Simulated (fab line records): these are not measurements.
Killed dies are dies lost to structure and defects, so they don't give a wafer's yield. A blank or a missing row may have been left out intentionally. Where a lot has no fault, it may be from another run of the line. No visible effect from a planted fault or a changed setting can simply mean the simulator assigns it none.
Split-lot experiment | flow rit_cmos | 23 wafers read from 5 lots, route of 202 steps

== THE SPLIT ==
At RIT_FOX1_OXIDATION_00 (target thk 350.7 nm, ox time 1130 s), the setting ox_time_s was moved away from the recipe's 1130 s on 15 of the 23 wafers read, by -11.6% to +14.4%. For the rest of the wafers, this setting stayed at what the recipe calls for.

Split to reading: the file shows no intervening step.

== THE READING ==
FOX1_OXIDE_THK in nanometres, read at RIT_FOX1_THK_MEAS_01. A value of 351 nm with a standard deviation of 5.4 nm is what fault-free wafers of this fab line usually give.

wafer  | tool, chamber at the split | ox_time_s as run, s | against the recipe | FOX1_OXIDE_THK, nm | against lot-mates on the recipe
L076.1 | furnace-03, 0              | 1130                | recipe             | 354                | -
L076.3 | furnace-03, 0              | 1130                | recipe             | 348                | -
L076.4 | furnace-03, 0              | 1130                | recipe             | 347                | -
L077.2 | -, -                       | 1293                | +14.4%             | 380                | no lot-mate on the recipe
L077.3 | -, -                       | 1293                | +14.4%             | 376                | no lot-mate on the recipe
L077.4 | -, -                       | 1293                | +14.4%             | 378                | no lot-mate on the recipe
L077.5 | -, -                       | 1293                | +14.4%             | 381                | no lot-mate on the recipe
L077.6 | -, -                       | 1293                | +14.4%             | 380                | no lot-mate on the recipe
L078.2 | -, -                       | 1020                | -9.7%              | 329                | no lot-mate on the recipe
L078.3 | -, -                       | 1020                | -9.7%              | 331                | no lot-mate on the recipe
L078.4 | -, -                       | 1020                | -9.7%              | 338                | no lot-mate on the recipe
L078.5 | -, -                       | 1020                | -9.7%              | 325                | no lot-mate on the recipe
L078.6 | -, -                       | 1020                | -9.7%              | 332                | no lot-mate on the recipe
L079.1 | -, -                       | 998.5               | -11.6%             | 322                | no lot-mate on the recipe
L079.3 | -, -                       | 998.5               | -11.6%             | 322                | no lot-mate on the recipe
L079.4 | -, -                       | 998.5               | -11.6%             | 320                | no lot-mate on the recipe
L079.5 | -, -                       | 998.5               | -11.6%             | 323                | no lot-mate on the recipe
L079.6 | -, -                       | 998.5               | -11.6%             | 325                | no lot-mate on the recipe
L082.1 | -, -                       | 1130                | recipe             | 356                | -
L082.3 | -, -                       | 1130                | recipe             | 356                | -
L082.4 | -, -                       | 1130                | recipe             | 353                | -
L082.5 | -, -                       | 1130                | recipe             | 358                | -
L082.6 | -, -                       | 1130                | recipe             | 348                | -

FIT RESULTS
A straight line over all 23 wafers: FOX1_OXIDE_THK changes by +2.11 nm for each +1% of ox_time_s; r = +0.98; the points scatter about the line by 4.2 nm.
Too few moved wafers with a lot-mate on the recipe to fit a line net of each lot's own level.

== THE WHOLE CHAIN: every reading that the file lists as answering this split, in the file's order ==
step                  | what it does                        | reading                                                                           | change (the file's fit)              | r (the file's)
RIT_FOX1_OXIDATION_00 | target thk 350.7 nm, ox time 1130 s | SiO2_of_FOX1_OXIDATION_00.thk_nm (the simulator's own value, which no gauge read) | +2.12 nm for each +1% of the setting | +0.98
RIT_FOX1_THK_MEAS_01  |                                     | FOX1_OXIDE_THK                                                                    | +2.12 for each +1% of the setting    | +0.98

== FILE'S OWN FIT ==
FOX1_OXIDE_THK changes by +2.12 nm for each +1% of ox_time_s, r = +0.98.
